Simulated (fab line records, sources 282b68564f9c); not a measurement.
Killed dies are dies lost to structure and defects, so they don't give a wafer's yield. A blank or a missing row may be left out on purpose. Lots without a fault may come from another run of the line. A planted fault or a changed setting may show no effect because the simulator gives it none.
fab line records | flow rit_cmos
record lots=6 wafers=18 last_day=7
route steps=202 shown NSD@138 PSD@142 SDANNEAL@154 M1@202
lots that met no fault: from a run of the same line without faults
start_h: hours from the record's first day to the start of the lot's first wafer shown | wait_h: hours since the lot's step before | " the same as in the row above | L1.1+2: a row that stands for several wafers | - no value, or no start given | * or withheld: withheld | < > ~ a bound
route shown NAME@n: a module of which the file shows steps, and the number in the route of the first | usual: mean/standard deviation of fault-free wafers | same: alike in all rows | chamber/n: place in a boat | sites: the reading at each site | _std_site: their standard deviation | _edge_site: outer sites' mean less inner sites' | radius_mm: how far each site lies from the wafer's centre | mask NAME#n: copy n | behind: the tool/chamber that last shaped the wafer | hold: why the lot was held/for how many hours/how that ended | device: the transistor (n, p or np) that didn't switch | end of line: the same wafers' tests at the end of the route | a step without rows: its recipe alone | killed: dies lost to structure and defects at the first sort, not the wafer's yield | map: a wafer's dies, x killed, . not, _ none there
set.NAME: the setting as run; set.NAME@STEP: as run at that earlier step | model.NAME: the simulator's own value behind a step, which no gauge read
lots at some steps of the route; a table a step, a row a wafer
services: from which hour (start_h, from the record's first day; less than 0 if before it) a tool's chamber was out of use, for how many hours, and why
## steps
# step RIT_NSD_HARDBAKE_07
# recipe resist=NOVOLAK temp_c=140 time_s=60
# step RIT_NSD_IMPLANT_08
# recipe species=P energy_kev=25 dose_cm2=1e+15 tilt_deg=7
# step RIT_NSD_STRIP_09
# recipe chemistry=O2 time_s=180 resist=NOVOLAK platen_temp_c=withheld power_w=514.7 pressure_mtorr=4000 o2_flow_sccm=4000
# usual chamber_pressure_mTorr=4000/4.2 drypump_motor_current_A=5.9/0.47
# same time_s=180
# columns lot.wafer tool chamber start_h wait_h chamber_pressure_mTorr drypump_motor_current_A rf_hours_counter_h
L593.3 plasma_asher-01 1 54.88 0.1 3998 5.7 -
L593.4 " 0 " " 4001 5.2 -
L593.6 " 0 " " 4001 5.2 -
L594.1 plasma_asher-01 0 60.89 0.1 3995 5.2 27
L594.2 " 1 " " 4003 5.7 27
L594.3 " 1 " " 3976 5.7 -
L601.1 plasma_asher-02 0 92.48 0.1 3993 5.8 45
L601.2 " 1 " " 3994 5.7 45
L601.4 " 1 " " 3999 5.7 -
L602.1 plasma_asher-02 1 98.34 0.1 4002 5.7 46
L602.3 " 1 " " 4003 5.7 -
L602.4 " 0 " " 4009 5.8 -
L607.3 plasma_asher-03 1 126.53 0.1 4004 6.7 -
L607.4 " 0 " " 3998 6.4 -
L607.6 " 0 " " 4001 6.4 -
L613.1 plasma_asher-03 0 154.40 0.1 3999 6.5 48
L613.2 " 1 " " 3999 6.7 48
L613.3 " 0 " " 3999 6.4 -
# step RIT_NSD_TW_MEAS_10
# usual NSD_TW=3082/23
# columns lot.wafer tool chamber start_h wait_h NSD_TW
L593.3 film_metro-02 - 55.02 0.1 3110
L593.4 " - " " 3112
L593.6 " - " " 3110
L594.1 film_metro-02 - 61.06 0.1 3119
L594.2 " - " " 3109
L594.3 " - " " 3095
L601.1 film_metro-04 - 92.66 0.1 3071
L601.2 " - " " 3095
L601.4 " - " " 3055
L602.1 film_metro-03 - 98.52 0.1 3045
L602.3 " - " " 3053
L602.4 " - " " 3064
L607.3 film_metro-04 - 126.67 0.1 3071
L607.4 " - " " 3064
L607.6 " - " " 3070
L613.1 film_metro-02 - 154.58 0.1 3094
L613.2 " - " " 3111
L613.3 " - " " 3120
# step RIT_PSD_HMDS_00
# recipe prime_time_s=60 prime_temp_c=140
# step RIT_PSD_COAT_01
# recipe resist=NOVOLAK spin_rpm=3191 resist_thk_nm=1000
# step RIT_PSD_SOFTBAKE_02
# recipe resist=NOVOLAK temp_c=90 time_s=60
# step RIT_PSD_EXPOSE_03
# recipe mask_id=M10 na=0.57 target_cd_nm=40900 dose_mj=250
# step RIT_PSD_PEB_04
# recipe resist=NOVOLAK temp_c=withheld time_s=withheld
# step RIT_PSD_DEVELOP_05
# recipe resist=NOVOLAK develop_time_s=50 dev_temp_c=23
# step RIT_PSD_OVL_MEAS_06
# usual PSD_OVL=-0.2/1.2
# columns lot.wafer tool chamber start_h wait_h PSD_OVL[nm]
L593.3 overlay-02 - 56.05 - 0.3
L593.4 " - " " 0.0
L593.6 " - " " 0.3
L594.1 overlay-01 - 62.27 - 2.3
L594.2 " - " " 2.0
L594.3 " - " " 1.6
L601.1 overlay-02 - 93.63 - -0.6
L601.2 " - " " -0.2
L601.4 " - " " -0.7
L602.1 overlay-02 - 99.55 - -0.8
L602.3 " - " " 0.1
L602.4 " - " " 1.0
L607.3 overlay-02 - 127.57 - -0.4
L607.4 " - " " -1.0
L607.6 " - " " -0.9
L613.1 overlay-02 - 155.61 - -3.1
L613.2 " - " " -1.5
L613.3 " - " " -0.5
# step RIT_PSD_HARDBAKE_07
# recipe resist=NOVOLAK temp_c=140 time_s=60
# step RIT_PSD_IMPLANT_08
# recipe species=BF2 energy_kev=27 dose_cm2=5e+15 tilt_deg=7
# usual beam_energy_keV=26.999/0.0081 beam_on_s=12.7/1.4 dose_ions_cm2=5e+15/5.7e+12
# columns lot.wafer tool chamber start_h wait_h beam_energy_keV beam_on_s dose_ions_cm2
L593.3 implanter-01 0 56.27 0.1 26.991 14.1 4.995e+15
L593.4 " 0 " " 27.003 14.0 5.001e+15
L593.6 " 0 " " 26.994 13.8 5.005e+15
L594.1 implanter-04 0 62.46 0.1 26.998 12.9 4.989e+15
L594.2 " 0 " " 26.995 13.3 4.992e+15
L594.3 " 0 " " 26.994 13.1 4.984e+15
L601.1 implanter-01 0 93.81 0.1 27.002 18.7 6.744e+15
L601.2 " 0 " " 26.996 18.7 6.745e+15
L601.4 " 0 " " 26.998 17.8 6.758e+15
L602.1 implanter-01 0 99.74 0.1 27.008 18.9 6.745e+15
L602.3 " 0 " " 27.013 19.2 6.759e+15
L602.4 " 0 " " 27.009 18.7 6.747e+15
L607.3 implanter-04 0 127.79 0.1 26.997 13.5 5.003e+15
L607.4 " 0 " " 26.998 13.1 5.005e+15
L607.6 " 0 " " 27.003 13.4 5.006e+15
L613.1 implanter-04 0 155.80 0.1 26.990 12.8 5.009e+15
L613.2 " 0 " " 26.994 12.8 5.002e+15
L613.3 " 0 " " 27.006 13.1 5.005e+15
# step RIT_PSD_STRIP_09
# recipe chemistry=O2 time_s=180 resist=NOVOLAK platen_temp_c=withheld power_w=500 pressure_mtorr=4000 o2_flow_sccm=4000
# usual chamber_pressure_mTorr=4000/3.8 drypump_motor_current_A=5.6/0.61
# same time_s=180
# columns lot.wafer tool chamber start_h wait_h chamber_pressure_mTorr drypump_motor_current_A rf_hours_counter_h
L593.3 plasma_asher-03 1 56.43 0.1 3998 6.7 -
L593.4 " 0 " " 4002 6.4 -
L593.6 " 1 " " 4002 6.7 -
L594.1 plasma_asher-01 0 62.61 0.1 3997 5.2 27
L594.2 " 1 " " 4007 5.7 27
L594.3 " 1 " " 3993 5.7 -
L601.1 plasma_asher-01 0 93.96 0.1 4010 5.2 31
L601.2 " 1 " " 3996 5.7 31
L601.4 " 0 " " 3998 5.2 -
L602.1 plasma_asher-04 1 99.89 0.1 4003 4.9 46
L602.3 " 0 " " 4001 5.4 -
L602.4 " 1 " " 3999 4.9 -
L607.3 plasma_asher-03 0 127.95 0.1 4005 6.4 -
L607.4 " 1 " " 4003 6.7 -
L607.6 " 1 " " 4007 6.7 -
L613.1 plasma_asher-03 0 155.95 0.1 4004 6.4 48
L613.2 " 1 " " 4003 6.7 48
L613.3 " 0 " " 3998 6.4 -
# step RIT_PSD_TW_MEAS_10
# usual PSD_TW=3380/20
# columns lot.wafer tool chamber start_h wait_h hold PSD_TW
L593.3 film_metro-02 - 56.57 0.1 - 3417
L593.4 " - " " - 3436
L593.6 " - " " - 3409
L594.1 film_metro-02 - 62.78 0.1 - 3415
L594.2 " - " " - 3417
L594.3 " - " " - 3385
L601.1 film_metro-02 - 94.14 0.1 await_dispo/0.2h/release 3464
L601.2 " - " " await_dispo/0.2h/release 3472
L601.4 " - " " await_dispo/0.2h/release 3452
L601.1 film_metro-02 - 94.36 0.2 - 3482
L601.2 " - " " - 3478
L601.4 " - " " - 3476
L602.1 film_metro-02 - 100.06 0.1 await_dispo/0.2h/release 3465
L602.3 " - " " await_dispo/0.2h/release 3456
L602.4 " - " " await_dispo/0.2h/release 3465
L602.1 film_metro-02 - 100.29 0.2 - 3481
L602.3 " - " " - 3464
L602.4 " - " " - 3460
L607.3 film_metro-02 - 128.09 0.1 - 3420
L607.4 " - " " - 3420
L607.6 " - " " - 3417
L613.1 film_metro-02 - 156.12 0.1 - 3414
L613.2 " - " " - 3404
L613.3 " - " " - 3395
# step RIT_SDANNEAL_CLEAN_01
# recipe chemistry=dHF dilution=50:1 time_s=30
# step RIT_SDANNEAL_CLEAN_02
# recipe chemistry=SC2 mix=3:3:50 time_s=600 temp_c=75 dry=n2_spin
# step RIT_SDANNEAL_RTA_03
# recipe temp_c=1050 time_s=5 idle_temp_c=600 ramp_up_c_per_s=342 ramp_down_c_per_s=171 cool_to_c=600 ambient=N2
# usual wafer_temp_C_max=1053.5/1.2
# same time_s=5
# columns lot.wafer tool chamber start_h wait_h wafer_temp_C_max
L593.3 rtp_anneal-02 0 56.99 0.0 1052.0
L593.4 " 0 " " 1053.4
L593.6 " 0 " " 1051.5
L594.1 rtp_anneal-01 0 63.21 0.0 1053.1
L594.2 " 0 " " 1053.1
L594.3 " 0 " " 1052.5
L601.1 rtp_anneal-02 0 97.04 0.0 1055.8
L601.2 " 0 " " 1053.0
L601.4 " 0 " " 1055.2
L602.1 rtp_anneal-01 0 102.37 0.0 1054.4
L602.3 " 0 " " 1053.7
L602.4 " 0 " " 1053.9
L607.3 rtp_anneal-02 0 128.52 0.0 1053.2
L607.4 " 0 " " 1053.7
L607.6 " 0 " " 1053.4
L613.1 rtp_anneal-02 0 156.62 0.0 1054.9
L613.2 " 0 " " 1054.4
L613.3 " 0 " " 1052.6
# step RIT_SDANNEAL_RS_MEAS_04
# recipe thk_meas_gauge=four-point-probe
# usual PSD_RS=115.9/0.3
# columns lot.wafer tool chamber start_h wait_h hold PSD_RS[ohm/sq]
L593.3 film_metro-03 - 57.07 0.1 - 116.1
L593.4 " - " " - 116.3
L593.6 " - " " - 116.2
L594.1 film_metro-02 - 63.27 0.0 - 115.4
L594.2 " - " " - 115.4
L594.3 " - " " - 115.7
L601.1 film_metro-02 - 97.10 0.0 await_dispo/0.2h/release 112.1
L601.2 " - " " await_dispo/0.2h/release 112.1
L601.4 " - " " await_dispo/0.2h/release 112.0
L601.1 film_metro-02 - 97.39 0.3 - 112.0
L601.2 " - " " - 112.0
L601.4 " - " " - 111.8
L602.1 film_metro-02 - 102.44 0.1 await_dispo/0.2h/release 112.1
L602.3 " - " " await_dispo/0.2h/release 112.3
L602.4 " - " " await_dispo/0.2h/release 112.3
L602.1 film_metro-02 - 102.73 0.3 - 112.2
L602.3 " - " " - 112.1
L602.4 " - " " - 112.0
L607.3 film_metro-04 - 128.59 0.1 - 116.0
L607.4 " - " " - 116.3
L607.6 " - " " - 115.7
L613.1 film_metro-03 - 156.68 0.0 - 116.2
L613.2 " - " " - 116.2
L613.3 " - " " - 115.7
# step RIT_SDANNEAL_RS_MEAS_05
# recipe thk_meas_gauge=four-point-probe
# usual NSD_RS=84.53/0.3
# columns lot.wafer tool chamber start_h wait_h hold NSD_RS[ohm/sq]
L593.3 film_metro-03 - 57.19 0.1 - 84.53
L593.4 " - " " - 84.24
L593.6 " - " " - 84.71
L594.1 film_metro-02 - 63.39 0.1 - 84.48
L594.2 " - " " - 84.38
L594.3 " - " " - 84.41
L601.1 film_metro-02 - 98.92 1.5 await_dispo/1.4h/release 84.31
L601.2 " - " " await_dispo/1.4h/release 84.50
L601.4 " - " " await_dispo/1.4h/release 84.26
L602.1 film_metro-02 - 106.33 3.6 await_dispo/3.5h/release 84.20
L602.3 " - " " await_dispo/3.5h/release 84.05
L602.4 " - " " await_dispo/3.5h/release 84.05
L607.3 film_metro-04 - 128.71 0.1 - 85.11
L607.4 " - " " - 84.99
L607.6 " - " " - 84.74
L613.1 film_metro-03 - 156.80 0.1 - 84.46
L613.2 " - " " - 84.82
L613.3 " - " " - 84.60
# step RIT_M1_PROBE_99
# usual killed_at_front_end=7/3.1 killed_dies=7/3.1 killed_open=3.5/2.1 killed_short=3.5/2
# same gross_dies=264 killed_at_M0_to_M3=0 killed_at_M4_up=0 killed_at_back_side=0 killed_at_contacts=0 killed_at_other=0
# columns lot.wafer tool chamber start_h wait_h killed_at_front_end killed_dies killed_open killed_short
L593.3 prober-02 - 64.39 0.2 7 7 3 4
L593.4 prober-02 - 64.44 0.2 14 14 8 6
L593.6 prober-02 - 64.54 0.2 5 5 3 2
L594.1 prober-01 - 70.64 0.1 7 7 5 2
L594.2 prober-01 - 70.69 0.1 6 6 2 4
L594.3 prober-01 - 70.74 0.2 9 9 5 4
L601.1 prober-02 - 107.04 0.1 4 4 2 2
L601.2 prober-02 - 107.09 0.1 4 4 3 1
L601.4 prober-02 - 107.19 0.2 5 5 2 3
L607.3 prober-02 - 136.53 0.2 10 10 7 3
L607.4 prober-02 - 136.58 0.2 13 13 6 7
L607.6 prober-02 - 136.68 0.2 12 12 3 9
L613.1 prober-02 - 164.22 0.1 2 2 1 1
L613.2 prober-02 - 164.27 0.1 5 5 3 2
L613.3 prober-02 - 164.32 0.2 6 6 1 4
# killed by level:class
L593.3 FOX1:geometric_particle:open=2 REOX:geometric_particle:short=2 FOX2:geometric_particle:short=1 GATE:geometric_particle:short=1 SPACER:geometric_particle:open=1
L593.4 FOX1:geometric_particle:open=3 GATE:geometric_particle:open=3 SPACER:geometric_particle:short=3 FOX1:geometric_particle:short=2 GATE:geometric_particle:short=1 REOX:geometric_particle:open=1 SPACER:geometric_particle:open=1
L593.6 FOX1:geometric_particle:short=1 GATE:geometric_particle:open=1 REOX:geometric_particle:short=1 REOX:geometric_particle:open=1 SPACER:geometric_particle:open=1
L594.1 GATE:geometric_particle:open=2 FOX1:geometric_particle:open=1 FOX1:geometric_particle:short=1 REOX:geometric_particle:open=1 REOX:geometric_particle:short=1 SPACER:geometric_particle:open=1
L594.2 GATE:geometric_particle:short=3 FOX1:geometric_particle:open=1 SPACER:geometric_particle:short=1 SPACER:geometric_particle:open=1
L594.3 GATE:geometric_particle:open=3 FOX1:geometric_particle:open=1 FOX1:geometric_particle:short=1 FOX2:geometric_particle:short=1 GATE:geometric_particle:short=1 REOX:geometric_particle:open=1 REOX:geometric_particle:short=1
L601.1 FOX1:geometric_particle:short=1 GATE:geometric_particle:open=1 REOX:geometric_particle:open=1 SPACER:geometric_particle:short=1
L601.2 GATE:geometric_particle:open=2 REOX:geometric_particle:short=1 SPACER:geometric_particle:open=1
L601.4 GATE:geometric_particle:short=2 FOX2:geometric_particle:open=1 REOX:geometric_particle:open=1 REOX:geometric_particle:short=1
L607.3 GATE:geometric_particle:open=2 REOX:geometric_particle:open=2 SILICIDE:geometric_particle:open=2 FOX1:geometric_particle:short=1 FOX2:geometric_particle:open=1 GATE:geometric_particle:short=1 REOX:geometric_particle:short=1
L607.4 FOX1:geometric_particle:open=5 FOX1:geometric_particle:short=3 SPACER:geometric_particle:short=2 GATE:geometric_particle:open=1 GATE:geometric_particle:short=1 SILICIDE:geometric_particle:short=1
L607.6 FOX1:geometric_particle:short=3 GATE:geometric_particle:short=3 ACTIVE:geometric_particle:short=1 FOX1:geometric_particle:open=1 GATE:geometric_particle:open=1 SPACER:geometric_particle:short=1 SILICIDE:geometric_particle:open=1 SILICIDE:geometric_particle:short=1
L613.1 GATE:geometric_particle:open=1 GATE:geometric_particle:short=1
L613.2 GATE:geometric_particle:short=2 GATE:geometric_particle:open=1 REOX:geometric_particle:open=1 SILICIDE:geometric_particle:open=1
L613.3 GATE:geometric_particle:short=4 GATE:geometric_particle:open=1 NLDD:coat_microbubble_printed=1
## services
# columns tool chamber start_h hours kind
plasma_asher-04 - 31.89 3.0 repair
plasma_asher-04 - 68.29 2.8 pm
implanter-04 - 85.60 4.5 pm
plasma_asher-02 - 91.14 0.5 repair
plasma_asher-03 - 93.48 28.1 pm
plasma_asher-02 - 105.39 0.4 repair
plasma_asher-02 0 117.81 - clean
plasma_asher-02 1 117.81 - clean
plasma_asher-03 - 144.28 5.9 repair
## key
first_sign step=RIT_PSD_IMPLANT_08 reading=dose_ions_cm2 direction=up sigmas=99+ usual=5e+15 struck=6.75e+15
effect step=RIT_PSD_IMPLANT_08 reading=beam_on_s direction=up sigmas=4.4 usual=12.7 struck=18.7
effect step=RIT_PSD_TW_MEAS_10 reading=visit direction=added
effect step=RIT_SDANNEAL_RS_MEAS_04 reading=visit direction=added
effect step=RIT_SDANNEAL_RS_MEAS_04 reading=PSD_RS direction=down sigmas=13 usual=115.9 struck=112.1
met_at RIT_PSD_IMPLANT_08
struck_wafers L601.1,L601.2,L601.4,L602.1,L602.3,L602.4
rows_end L602.1,L602.3,L602.4
tester_left_out L601
onset_between 56.27 93.81
fault kind=process_parameter_drift tool=implanter-01 chamber=- onset_h=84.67 steps=RIT_PSD_IMPLANT_08 channel=dose_cm2 offset=1.75e+15 shape=step end_h=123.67 acts_in=these_recipes_only stated=5e+15
# tester_left_out: of these lots the tester's yield and bins aren't shown, on N5 and GAA mostly nor the transistor test; their killed dies are dies lost to structure and defects alone, not to doping, threshold or leakage, so they don't give the yield
# rows_end: these wafers met a further fault down the route, and their rows from its step on are left out
